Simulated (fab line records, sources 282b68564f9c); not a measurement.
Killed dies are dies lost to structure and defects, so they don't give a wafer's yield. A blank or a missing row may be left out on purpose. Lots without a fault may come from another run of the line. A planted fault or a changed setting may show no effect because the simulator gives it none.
Problem report in the 8D (eight disciplines) form, filled by code | flow rit_cmos | the parts of the form that need people (team, actions taken, sign-off) are left out

1. THE PROBLEM
cd_nm at RIT_ACTIVE_CD_MEAS_11 reads a mean of 1356.7 nm on 6 wafers of 2 lots; wafers without a fault read 1399.6 nm with a standard deviation of 2.5. That is -17 standard deviations from the usual mean.
The step: target cd 1400 nm.
First seen on wafer L788.1, day 4 21:07, on cd_sem-02. The record holds 42 wafers of 14 lots with a number at this step. Rule for "out", or "out of limits": more than 4 standard deviations from the usual mean. The other wafers with a number count as sound.

2. WHAT IT IS AND WHAT IT IS NOT
question                    | is                     | is not
which readings at this step | cd_nm                  | -
which lots                  | L788, L790             | L774, L775, L776, L777, L778, L781, L782, L784, L785, L792, L793, L796
which wafers of those lots  | all that have a number | -
read on which gauges        | cd_sem-02              | cd_sem-01
when                        | from day 4 21:07       | up to then (27 sound wafers); but 9 sound wafers of L792, L793, L796 came after

3. SUSPECTS, AND WHAT RULES EACH OUT
Counting: a tool at a process step up to the reading stays a suspect if it ran every lot that is out and no sound lot after the first of them.
- the gauge at RIT_ACTIVE_CD_MEAS_11: kept. All the wafers that are out were read on cd_sem-02, and no step on other tools shows them out.
- litho_track-04 at RIT_ACTIVE_DEVELOP_10 (develop time 50 s): kept. It ran every lot that is out, first L788 (day 4 20:00), and no sound lot after that; its last sound lot up to then is L781 (day 3 06:00).
Left after counting: litho_track-04 at RIT_ACTIVE_DEVELOP_10, cd_sem-02 at RIT_ACTIVE_CD_MEAS_11.

4. THE CAUSE (what the simulator had put in)
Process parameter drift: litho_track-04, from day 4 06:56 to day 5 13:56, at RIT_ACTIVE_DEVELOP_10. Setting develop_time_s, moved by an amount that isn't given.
Counting left 2 suspects, and this tool is among them.

5. THE CHAIN OF EFFECTS, in route order
Each row: a reading whose mean over the struck wafers that have a number lies more than 3 standard deviations from the usual. Only readings for which the record gives a usual standard deviation are gone through. hours: the time from each lot's start at the first step in this table that gives one to its start at this step, as a median over the lots. sigmas: the change in usual standard deviations.
hours | step                  | reading | usual     | on struck wafers | change | sigmas
0     | RIT_ACTIVE_CD_MEAS_11 | cd_nm   | 1399.6 nm | 1356.7           | -42.9  | -17
Later measuring or inspecting steps at which every struck wafer that the step has a row for has a number for every such reading, and none has moved that far: RIT_FOX2_THK_MEAS_01, RIT_GATE_CD_MEAS_16.

6. WHAT WOULD HAVE CAUGHT IT SOONER
In this record the first reading out of limits at a measuring or inspecting step was taken at day 4 21:07, 14 hours after the fault began at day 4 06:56.
Of the lots that are out (2), L790 began RIT_ACTIVE_DEVELOP_10 on litho_track-04 after day 4 21:07. A hold on the tool at that time would have spared it.
